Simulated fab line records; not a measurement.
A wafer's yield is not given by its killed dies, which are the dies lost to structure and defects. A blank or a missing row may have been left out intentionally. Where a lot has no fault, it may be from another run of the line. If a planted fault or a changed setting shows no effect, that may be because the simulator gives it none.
Which tool did it? || flow berkeley_cmos170 || 7 lots, 21 wafers sampled, at 3 steps of a route of 331

== WHAT THE GAUGES SHOWED, per wafer ==
UCB170_V1_THK_MEAS_01.
{"lot": "L366", "measured": "day 8 23:09", "on": "film_metro-01", "V1_TEOS_THK (nm)": "1992 2014 1986"}
{"lot": "L368", "measured": "day 9 01:49", "on": "film_metro-01", "V1_TEOS_THK (nm)": "1964 1954 2002"}
{"lot": "L373", "measured": "day 10 09:46", "on": "film_metro-01", "V1_TEOS_THK (nm)": "1965 1976 1991"}
{"lot": "L376", "measured": "day 10 22:41", "on": "film_metro-01", "V1_TEOS_THK (nm)": "2005 1977 2021"}
{"lot": "L377", "measured": "day 11 10:40", "on": "film_metro-04", "V1_TEOS_THK (nm)": "2012 2008 1996"}
{"lot": "L382", "measured": "day 12 23:07", "on": "film_metro-02", "V1_TEOS_THK (nm)": "1990 3837 3916"}
{"lot": "L388", "measured": "day 13 00:28", "on": "film_metro-04", "V1_TEOS_THK (nm)": "2008 2012 1999"}

== EACH LOT AND THE TOOL THAT RAN IT (in order: tool; ch and the chambers of the sampled wafers; start) ==
{"lot": "L366", "UCB170_M1_SPUTTER_00": "pvd_sputter-01, day 8 19:54", "UCB170_V1_CVD_00": "pecvd-01 ch 0,1,2, day 8 22:59"}
{"lot": "L368", "UCB170_M1_SPUTTER_00": "pvd_sputter-04, day 8 21:48", "UCB170_V1_CVD_00": "pecvd-02 ch 1,2, day 9 01:40"}
{"lot": "L373", "UCB170_M1_SPUTTER_00": "pvd_sputter-03, day 10 06:37", "UCB170_V1_CVD_00": "pecvd-01 ch 0,1,2, day 10 09:35"}
{"lot": "L376", "UCB170_M1_SPUTTER_00": "pvd_sputter-01, day 10 19:26", "UCB170_V1_CVD_00": "pecvd-01 ch 0,2, day 10 22:31"}
{"lot": "L377", "UCB170_M1_SPUTTER_00": "pvd_sputter-01, day 11 06:43", "UCB170_V1_CVD_00": "pecvd-02 ch 0,1,2, day 11 10:34"}
{"lot": "L382", "UCB170_M1_SPUTTER_00": "pvd_sputter-01, day 12 18:37", "UCB170_V1_CVD_00": "pecvd-01 ch 1,2, day 12 22:58"}
{"lot": "L388", "UCB170_M1_SPUTTER_00": "pvd_sputter-01, day 12 19:34", "UCB170_V1_CVD_00": "pecvd-02 ch 1,2, day 13 00:17"}
- UCB170_M1_SPUTTER_00: material Al, target thk 600 nm, time 80 s.
- UCB170_V1_CVD_00: deposits SiO2 from TEOS/O2, target thk 2000 nm, time 250 s.

== THE ANSWER, worked out from the rows above alone ==
Rule: the usual values come from the lots themselves. The widest of any qualifying gaps counts: lots, ordered by their means at a reading, are off when they make up no more than a third of the lots, leave a main group of 4 or more, and stand apart from it by 3 or more times the standard deviation of that group's means. A main group whose means are all the same, to the digits that the tables above print for the reading, isn't used. A lot without any number at a reading at which 4 lots or more have one is off too. Any other lot the step has rows for is counted as sound.
Off: L382, at UCB170_V1_THK_MEAS_01 (V1_TEOS_THK). Main group: mean 1993 nm, sd 13.
A tool fits if, at a process step before that reading, it ran every lot that is off, and no sound lot after the first of them. Gauges at UCB170_V1_THK_MEAS_01: tried the same way as those tools. Undecided on this evidence; 2 tools fit (pecvd-01 at UCB170_V1_CVD_00, film_metro-02 at UCB170_V1_THK_MEAS_01).

== WHAT THE SIMULATOR HAD INSERTED ==
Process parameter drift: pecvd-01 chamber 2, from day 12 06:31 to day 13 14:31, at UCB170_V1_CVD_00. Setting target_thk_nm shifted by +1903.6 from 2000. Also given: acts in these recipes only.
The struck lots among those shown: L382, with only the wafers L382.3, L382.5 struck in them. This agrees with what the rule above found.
